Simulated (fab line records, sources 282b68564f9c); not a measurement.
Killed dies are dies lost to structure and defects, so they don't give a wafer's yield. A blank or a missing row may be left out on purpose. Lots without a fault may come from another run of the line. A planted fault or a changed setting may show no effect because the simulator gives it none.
fab line records | flow rit_cmos
record lots=14 wafers=42 last_day=7
route steps=202 shown PWELL@48
lots that met no fault: from a run of the same line without faults
start_h: hours from the record's first day to the start of the lot's first wafer shown | wait_h: hours since the lot's step before | " the same as in the row above | L1.1+2: a row that stands for several wafers | - no value, or no start given | * or withheld: withheld | < > ~ a bound
route shown NAME@n: a module of which the file shows steps, and the number in the route of the first | usual: mean/standard deviation of fault-free wafers | same: alike in all rows | chamber/n: place in a boat | sites: the reading at each site | _std_site: their standard deviation | _edge_site: outer sites' mean less inner sites' | radius_mm: how far each site lies from the wafer's centre | mask NAME#n: copy n | behind: the tool/chamber that last shaped the wafer | hold: why the lot was held/for how many hours/how that ended | device: the transistor (n, p or np) that didn't switch | end of line: the same wafers' tests at the end of the route | a step without rows: its recipe alone | killed: dies lost to structure and defects at the first sort, not the wafer's yield | map: a wafer's dies, x killed, . not, _ none there
set.NAME: the setting as run; set.NAME@STEP: as run at that earlier step | model.NAME: the simulator's own value behind a step, which no gauge read
steps of the route over a sample of lots; a table a step, a row a wafer
services: from which hour (start_h, from the record's first day; less than 0 if before it) a tool's chamber was out of use, for how many hours, and why
## steps
# step RIT_PWELL_STRIP_09
# recipe chemistry=O2 time_s=180 resist=NOVOLAK platen_temp_c=withheld power_w=500 pressure_mtorr=4000 o2_flow_sccm=4000
# usual drypump_motor_current_A=5.7/0.35 o2_flow_sccm=4000/12
# columns lot.wafer tool chamber start_h wait_h drypump_motor_current_A o2_flow_sccm rf_hours_counter_h
L538.2 plasma_asher-02 0 24.10 0.1 6.3 3998 21
L538.3 " 0 " " 6.3 3985 -
L538.4 " 1 " " 6.0 4000 -
L539.1 plasma_asher-02 0 28.50 0.1 6.3 4003 22
L539.3 " 0 " " 6.3 3992 -
L539.6 " 1 " " 6.0 3996 -
L540.3 plasma_asher-02 1 32.62 0.1 6.0 3993 -
L540.4 " 0 " " 6.2 3998 -
L540.5 " 0 " " 6.2 3987 -
L541.1 plasma_asher-04 0 37.37 0.1 5.9 3989 42
L541.2 " 1 " " 5.5 3993 42
L541.6 " 1 " " 5.5 3989 -
L542.1 plasma_asher-02 0 43.64 0.1 6.3 3992 23
L542.4 " 0 " " 6.2 4014 -
L542.5 " 1 " " 6.0 4017 -
L543.1 plasma_asher-02 1 48.30 0.1 6.0 4005 24
L543.2 " 0 " " 6.2 3987 24
L543.6 " 0 " " 6.2 3998 -
L546.1 plasma_asher-04 1 62.94 0.1 5.6 4016 44
L546.2 " 0 " " 5.9 4006 44
L546.4 " 1 " " 5.5 4009 -
L551.2 plasma_asher-02 0 88.74 0.1 6.3 4805 28
L551.5 " 1 " " 6.0 3972 -
L551.6 " 0 " " 6.2 4802 -
L552.3 plasma_asher-02 1 92.49 0.1 6.0 4023 -
L552.4 " 0 " " 6.3 4793 -
L552.5 " 0 " " 6.2 4800 -
L556.2 plasma_asher-03 0 113.42 0.1 5.2 4012 49
L556.4 " 0 " " 5.2 4005 -
L556.5 " 1 " " 5.5 4007 -
L557.3 plasma_asher-03 1 117.25 0.1 5.5 4012 -
L557.4 " 0 " " 5.2 3994 -
L557.5 " 1 " " 5.5 3995 -
L558.1 plasma_asher-03 0 122.36 0.1 5.2 3991 50
L558.2 " 1 " " 5.4 3973 50
L558.6 " 1 " " 5.4 3976 -
L559.2 plasma_asher-03 0 127.49 0.1 5.2 3988 50
L559.4 " 0 " " 5.2 3995 -
L559.6 " 1 " " 5.5 4004 -
L560.3 plasma_asher-03 0 133.40 0.1 5.2 3983 -
L560.4 " 1 " " 5.5 4013 -
L560.5 " 1 " " 5.4 4008 -
## services
# columns tool chamber start_h hours kind
plasma_asher-04 - 71.49 0.9 repair
plasma_asher-03 - 114.87 0.8 repair
## key
first_sign step=RIT_PWELL_STRIP_09 reading=o2_flow_sccm direction=up sigmas=68 usual=4000 struck=4800
effect none on later readings
met_at RIT_PWELL_STRIP_09
struck_lots L551,L552
struck_wafers L551.2,L551.6,L552.4,L552.5
tester_left_out L551,L552
onset_between 48.30 88.74
fault kind=process_parameter_drift tool=plasma_asher-02 chamber=0 onset_h=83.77 steps=RIT_PWELL_STRIP_09 channel=o2_flow_sccm offset=800 shape=step end_h=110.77 acts_in=these_recipes_only stated=4000
# tester_left_out: of these lots the tester's yield and bins aren't shown, on N5 and GAA mostly nor the transistor test; their killed dies are dies lost to structure and defects alone, not to doping, threshold or leakage, so they don't give the yield
